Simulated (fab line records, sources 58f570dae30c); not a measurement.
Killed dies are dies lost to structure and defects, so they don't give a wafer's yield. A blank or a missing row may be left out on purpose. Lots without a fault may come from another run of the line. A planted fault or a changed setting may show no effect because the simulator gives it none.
One fault seen from 2 desks | flow berkeley_cmos170 | each desk has only its own numbers; what lay behind them comes last

THE TOOL OWNER'S DESK: lpcvd-01
The tool's own readings at UCB170_CONTACT_CVD_01 (deposits PSG from SiH4/O2/PH3, target thk 700 nm, time 2820 s): means of the sampled wafers that have a number, for each lot that ran on this tool. A lot is out of limits, marked OUT, if its mean lies more than 4 standard deviations from the usual mean; the brackets give that distance.
Columns: A = susceptor_temp_C at UCB170_CONTACT_CVD_01, usual 449.96 C; B = zone_power_centre_pct at UCB170_CONTACT_CVD_01, usual 19.0 %
lot  | first seen here | A      | B
L471 | day 7 15:58     | 449.75 | 19.0
L470 | day 8 05:48     | 449.91 | 18.8
L473 | day 8 07:35     | 449.73 | 18.0
L476 | day 9 19:06     | 450.16 | 18.8
L478 | day 9 22:49     | 450.00 | 18.6
L480 | day 9 22:49     | 450.00 | 18.2
L481 | day 11 01:11    | 450.05 | 18.7
L482 | day 11 01:11    | 449.92 | 18.9
L484 | day 11 07:31    | 449.87 | 18.8
L485 | day 11 19:46    | 449.98 | 19.0
This desk's finding: nothing out of limits on any of the 10 lots.

THE METROLOGY DESK
What the gauges read, lot by lot, whatever tool the lot ran on: means of the sampled wafers that have a number. A lot is out of limits, marked OUT, if its mean lies more than 4 standard deviations from the usual mean; the brackets give that distance.
Columns: A = CONTACT_PSG_THK at UCB170_CONTACT_THK_MEAS_02, usual 701 nm
lot  | first seen here | A
L471 | day 7 17:46     | 695
L470 | day 8 07:37     | 711
L472 | day 8 07:46     | 704
L473 | day 8 09:22     | 699
L474 | day 9 07:02     | 696
L476 | day 9 20:53     | 695
L475 | day 9 22:11     | 709
L479 | day 9 23:58     | 708
L478 | day 10 00:37    | 695
L480 | day 10 00:37    | 701
L481 | day 11 02:58    | 694
L482 | day 11 02:59    | 692
L484 | day 11 09:18    | 983 (+49) OUT
L485 | day 11 22:27    | 980 (+48) OUT
This desk's finding: out of limits on L484, L485; first on L484, day 11 09:18 (CONTACT_PSG_THK at UCB170_CONTACT_THK_MEAS_02). In limits: L471, L470, L472, L473, L474, L476, L475, L479, L478, L480, L481, L482.

PUT TOGETHER
The metrology desk could have raised an alarm at day 11 09:18, on L484, L485.
The tool owner's desk saw nothing out of limits.
The tool owner's desk has L484, L485 on record, within its limits.
Of the lots named, all ran UCB170_CONTACT_CVD_01 on lpcvd-01.

WHAT THE SIMULATOR HAD PUT IN
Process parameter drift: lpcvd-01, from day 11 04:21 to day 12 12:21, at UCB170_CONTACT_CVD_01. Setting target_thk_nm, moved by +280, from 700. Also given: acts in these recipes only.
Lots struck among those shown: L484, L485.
Hours from the fault's start to each desk's first reading out of limits: the metrology desk, 5.
